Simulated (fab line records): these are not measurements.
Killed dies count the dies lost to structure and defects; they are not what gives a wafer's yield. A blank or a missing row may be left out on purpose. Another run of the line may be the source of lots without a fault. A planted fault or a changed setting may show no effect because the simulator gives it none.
Split-lot trial    flow berkeley-cmos170    route with 331 steps; 5 lots, 23 wafers read

## ON THE SPLIT
At UCB170_M1_PEB_07, the setting peb-temp-c was moved away from the recipe's 130 C on 6 of the 23 wafers read, by -2.7% to -1.2%. For the rest of the wafers, this setting stayed at what the recipe calls for.

## FROM THE SPLIT TO THE READING: what the file shows between them, 5 steps
- UCB170_M1_DEVELOP_08: develop time 45 s
- UCB170_M1_CD_MEAS_09: target cd 700 nm
- UCB170_M1_ETCH_11: etches BARC in N2/H2 (also split here: bias-w)
- UCB170_M1_METAL_ETCH_12: etches Al in Cl2/BCl3, stops on PSG, target depth 780 nm, time 130 s
- UCB170_M1_STRIP_13: strips in O2

## THE READING
cd-nm (nm) at UCB170_M1_CD_MEAS_90, where the cd target is 700 nm. Typical for fault-free wafers on this fab line: 700.4 nm, with standard deviation 2.4 nm.

wafer   tool, chamber at the split  peb-temp-c as run, C  against the recipe  cd-nm, nm  against lot-mates on the recipe
L077.1  litho-track-02, 0           130                   recipe              702.9      -
L077.4  litho-track-02, 0           130                   recipe              701.6      -
L077.6  litho-track-02, 0           130                   recipe              703.3      -
L076.2  litho-track-01, 0           130                   recipe              699.4      -
L076.3  litho-track-01, 0           130                   recipe              688.3      -
L076.4  litho-track-01, 0           130                   recipe              690.3      -
L076.5  litho-track-01, 0           130                   recipe              698.6      -
L076.6  litho-track-01, 0           130                   recipe              687.9      -
L080.1  litho-track-04, 0           126.5                 -2.7%               735.4      +31.0
L080.3  litho-track-04, 0           126.5                 -2.7%               730.5      +26.1
L080.4  litho-track-04, 0           126.5                 -2.7%               728.1      +23.7
L080.5  litho-track-04, 0           130                   recipe              710.0      -
L080.6  litho-track-04, 0           130                   recipe              698.8      -
L079.1  litho-track-02, 0           130                   recipe              696.7      -
L079.2  litho-track-02, 0           128.5                 -1.2%               716.6      +19.8
L079.4  litho-track-02, 0           128.5                 -1.2%               714.1      +17.3
L079.5  litho-track-02, 0           128.5                 -1.2%               707.8      +11.0
L079.6  litho-track-02, 0           130                   recipe              696.9      -
L082.1  litho-track-04, 0           130                   recipe              697.6      -
L082.2  litho-track-04, 0           130                   recipe              698.7      -
L082.3  litho-track-04, 0           130                   recipe              699.1      -
L082.4  litho-track-04, 0           130                   recipe              692.0      -
L082.6  litho-track-04, 0           130                   recipe              692.6      -

FIT RESULTS
A straight line over all 23 wafers: cd-nm changes by -12.7 nm for each +1% of peb-temp-c; r = -0.92; the points scatter about the line by 5.3 nm.
The same after taking each lot's own level away (the mean of its wafers on the recipe; 23 wafers): -10.4 nm for each +1%; r = -0.93; scatter 4.1 nm.
The reading moves by 28 nm for the largest change in peb-temp-c, on that fit.
Measured against the standard deviation above, the lots' own levels, which go from 692.90 to 704.40 nm, span 4.8 times it.
Thus the slope moves with the lot-to-lot level: the two fits are different.
Check: +27.5 nm against its lot-mates is what the line predicts for one of the wafers moved furthest among these (-2.7%) when that wafer is left out of the fit. Against them it came out at +31 nm.

## THE OTHER SPLITS THESE WAFERS WENT THROUGH
Note: prior to the reading, these wafers also went through further splits. Each is held against what the fit with the lots' levels taken away leaves over:
other split on the same wafers      wafers away from the commonest value  r with cd-nm (lot level and that fit taken away)
UCB170_SILICIDE_SPUTTER_01 power-w  6                                     -0.24
UCB170_CONTACT_COAT_04 spin-rpm     5                                     -0.26
UCB170_M1_EXPOSE_06 dose-mj         9                                     -0.72
UCB170_M1_ETCH_11 bias-w            11                                    +0.13

## THE WHOLE CHAIN: every reading that the file lists as answering this split, in the file's order
step                     what it does                                                          reading                                                    change (the file's fit)               r (the file's)
UCB170_M1_CD_MEAS_09     target cd 700 nm                                                      cd-nm                                                      -10.2 nm for each +1% of the setting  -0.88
UCB170_M1_ETCH_11        etches BARC in N2/H2                                                  M1.cd-nm (the simulator's own value, which no gauge read)  -9.96 nm for each +1% of the setting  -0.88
UCB170_M1_METAL_ETCH_12  etches Al in Cl2/BCl3, stops on PSG, target depth 780 nm, time 130 s  M1.cd-nm (the simulator's own value, which no gauge read)  -10.6 nm for each +1% of the setting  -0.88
UCB170_M1_CD_MEAS_90     target cd 700 nm                                                      cd-nm                                                      -10.6 nm for each +1% of the setting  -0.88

## FILE'S OWN FIT
cd-nm changes by -10.6 nm for each +1% of peb-temp-c, r = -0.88.
